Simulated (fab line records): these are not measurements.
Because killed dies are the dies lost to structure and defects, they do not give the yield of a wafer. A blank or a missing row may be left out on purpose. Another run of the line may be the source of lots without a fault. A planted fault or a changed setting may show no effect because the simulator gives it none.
Struck lot and sound lot, side by side || flow rit-cmos || 22 steps out of a route of 202
Sound: these wafers, L344.1, L344.4, L344.6. The struck wafers were L358.2, L358.5, L358.6. Last of all comes the cause.
Each step with rows lists, per side, the tool, then ch with its chambers, then its first start. Under that, the readings that differ: sound wafers || struck wafers || difference of the means || sigmas: that difference in standard deviations of wafers without a fault.
alike: words and numbers the same on both sides, and readings whose means are apart by under 2 such deviations; not compared: readings that were withheld, readings missing a value for some wafer, numbers with overlapping values and no deviation given by the record, and bounds like >300 which may hide the same value.
The two part at a step that has a row with sigmas, a row that says differs or no value, or rows on one side only. Non-overlapping numbers with no deviation appear without sigmas and do not part them. A reading missing from all wafers of one side parts the sides only when that side holds two or more wafers.

RIT_CONTACT_CD_MEAS_08 targets a cd of 1000 nm.
  sound on cd-sem-02, day 4 03:11; struck on cd-sem-01, day 6 19:33
  alike: cd-nm
RIT_CONTACT_OVL_MEAS_09:
  sound on overlay-01, day 4 03:19; struck on overlay-02, day 6 19:40
  alike: CONTACT_OVL
then, 1 step without rows for these wafers: RIT_CONTACT_HARDBAKE_10 (time 60 s).
RIT_CONTACT_ETCH_11: etches SiO2 in CHF3/CF4/Ar, stops on TiSi2, target depth 480 nm, time 320 s.
  sound on rie-diel-03 ch 1,2, day 4 03:30; struck on rie-diel-03 ch 2,3, day 6 19:50
  alike: drypump-motor-current-A, oes-product-au, throttle-valve-pct
  not compared: rf-hours-counter-h
RIT_CONTACT_STRIP_12: strips in O2, time 180 s.
  sound on plasma-asher-01 ch 0, day 4 03:41; struck on plasma-asher-03 ch 0,1, day 6 20:02
  alike: drypump-motor-current-A
  not compared: rf-hours-counter-h
RIT_CONTACT_CD_MEAS_90 targets a cd of 1000 nm.
  sound on cd-sem-02, day 4 03:52; struck on cd-sem-01, day 6 20:14
  alike: cd-nm
then, 2 steps without rows for these wafers: RIT_CONTACT_CLEAN_13 (cleans in SC1, time 600 s); RIT_CONTACT_CLEAN_14 (cleans in SC2, time 600 s).
RIT_M1_SPUTTER_00: material Al, target thk 400 nm, time 500 s.
  sound on pvd-sputter-04, day 4 04:24; struck on pvd-sputter-02, day 6 20:41
  alike: chamber-pressure-pa, throttle-valve-pct
RIT_M1_RS_MEAS_01: uses a four-point probe to measure.
  sound on film-metro-03, day 4 04:42; struck on film-metro-04, day 6 21:01
  alike: M1_AL_RS
RIT_M1_THK_MEAS_02: measures by xrf.
  sound on film-metro-03, day 4 04:49; struck on film-metro-04, day 6 21:07
  alike: M1_AL_THK
then, 1 step without rows for these wafers: RIT_M1_HMDS_03 (prime time 60 s).
RIT_M1_COAT_04: resist thk 1300 nm.
  sound on litho-track-01 ch 0, day 4 05:02; struck on litho-track-01 ch 0, day 6 21:20
{"reading": "spin-speed-rpm (rpm)", "sound": "2000.6 1998.7 1998.9", "struck": "1923.9 1921.4 1923.6", "difference": -76.4, "sigmas": -55}
{"reading": "model.NOVOLAK_of_M1_COAT_04.thk-nm (nm)", "sound": "1298 1300 1300", "struck": "1323 1323 1321", "difference": "+23", "sigmas": ""}
then, 4 steps without rows for these wafers: RIT_M1_SOFTBAKE_05 (time 60 s); RIT_M1_EXPOSE_06 (exposes mask M12, target cd 2600 nm); RIT_M1_PEB_07; RIT_M1_DEVELOP_08 (develop time 68 s).
RIT_M1_CD_MEAS_09 targets a cd of 2600 nm.
  sound on cd-sem-02, day 4 05:46; struck on cd-sem-01, day 6 22:11
  alike: cd-nm
RIT_M1_OVL_MEAS_10:
  sound on overlay-01, day 4 05:53; struck on overlay-01, day 6 22:18
  alike: M1_OVL
RIT_M1_HARDBAKE_11: time 120 s.
  sound on litho-track-01 ch 0, day 4 05:55; struck on litho-track-04 ch 0, day 6 22:37
{"reading": "model.NOVOLAK_of_M1_COAT_04.thk-nm (nm)", "sound": "1135 1136 1137", "struck": "1157 1157 1155", "difference": "+20", "sigmas": ""}
RIT_M1_METAL_ETCH_12: etches Al in Cl2/BCl3, stops on SiO2, time 165 s, target depth 600 nm.
  sound on rie-metal-01 ch 0,1, day 4 06:10; struck on rie-metal-01 ch 0,1, day 6 22:49
  alike: drypump-motor-current-A, mfc-cl2-sccm, oes-product-au, throttle-valve-pct
  not compared: rf-hours-counter-h
RIT_M1_PROBE_99:
  sound on prober-02, day 4 08:25; struck on prober-02, day 7 01:08
{"reading": "killed_at_M0_to_M3", "sound": "0 0 0", "struck": "1 0 0", "difference": "+0", "sigmas": "+2"}
{"reading": "sort_bin_3_pad_short (%)", "sound": "0 0 0", "struck": "0.8 0.8 0.4", "difference": "+0.7", "sigmas": "+3"}
  alike: defect-limited-yield, killed-at-front-end, killed-dies, killed-open, killed-short, sort_bin_5_function, sort_bin_6_memory, sort-n-pass, sort-yield-pct

## WHERE THEY PART
At RIT_M1_COAT_04 first; at RIT_M1_PROBE_99 last (within this record only).

WHY: what the simulator had put in
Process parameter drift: litho-track-01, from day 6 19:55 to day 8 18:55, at RIT_M1_COAT_04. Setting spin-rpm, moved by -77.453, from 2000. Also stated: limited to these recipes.
